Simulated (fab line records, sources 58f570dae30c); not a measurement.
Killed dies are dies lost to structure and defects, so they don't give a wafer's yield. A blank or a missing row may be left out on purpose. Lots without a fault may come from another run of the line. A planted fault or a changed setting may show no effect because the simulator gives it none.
Chamber matching | flow berkeley_cmos170 | UCB170_GATE_ETCH_15 on rie_si-02: 4 sister chambers
The step etches poly-Si in HBr/Cl2, stops on SiO2, time 56.3 s, target depth 278.2 nm. 14 wafers are shown with their chamber, then 7 later ones without.

WAFERS WITH THEIR CHAMBER
wafer  | chamber | throttle_valve_pct (%) | oes_product_au (a.u.)
L287.3 | 2       | 26.11                  | 0.815
L287.5 | 0       | 26.59                  | 0.816
L287.6 | 3       | 26.37                  | 0.827
L289.4 | 0       | 26.58                  | 0.832
L289.5 | 1       | 26.47                  | 0.824
L289.6 | 2       | 26.12                  | 0.821
L290.1 | 1       | 26.48                  | 0.832
L290.3 | 0       | 26.61                  | 0.840
L290.4 | 2       | 26.14                  | 0.814
L299.2 | 3       | 26.37                  | 0.817
L299.5 | 0       | 26.59                  | 0.813
L299.6 | 2       | 26.13                  | 0.812
L301.3 | 1       | 26.41                  | 0.864
L301.4 | 2       | 26.11                  | 0.826

SIGNATURES (means of the wafers above)
reading            | chamber 0 | chamber 1 | chamber 2 | chamber 3 | scatter within a chamber
throttle_valve_pct | 26.5925   | 26.4533   | 26.1220   | 26.3700   | 0.0201
oes_product_au     | 0.82525   | 0.84000   | 0.81760   | 0.82200   | 0.0126
Rule: a wafer's distance from a chamber is the root of the sum, over the readings, of the square of ((its reading less the chamber's mean) divided by the reading's scatter). The wafer belongs to the nearest chamber; if the next one is less than 2 further off, it can't be placed. The scatter: the root of (the sum of the squares of (reading less its chamber's mean) over the shown wafers, divided by (wafers less chambers)).

WAFERS WITHOUT THEIR CHAMBER
wafer  | throttle_valve_pct (%) | oes_product_au (a.u.)
L301.5 | 26.59                  | 0.831
L304.2 | 26.12                  | 0.827
L304.5 | 26.42                  | 0.857
L304.6 | 26.12                  | 0.827
L306.3 | 26.20                  | 0.839
L306.5 | 26.43                  | 0.847
L306.6 | 26.60                  | 0.827

WHICH CHAMBER EACH WENT THROUGH
wafer  | from the rows above     | in truth
L301.5 | 0                       | 0
L304.2 | 2                       | 2
L304.5 | can't be placed: 1 or 3 | 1
L304.6 | 2                       | 2
L306.3 | 2                       | 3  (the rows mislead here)
L306.5 | 1                       | 1
L306.6 | 0                       | 0
Placed correctly: 5 of 7. Can't be placed from these rows: 1 (the true chamber is among the candidates in 1). Placed wrongly: 1.
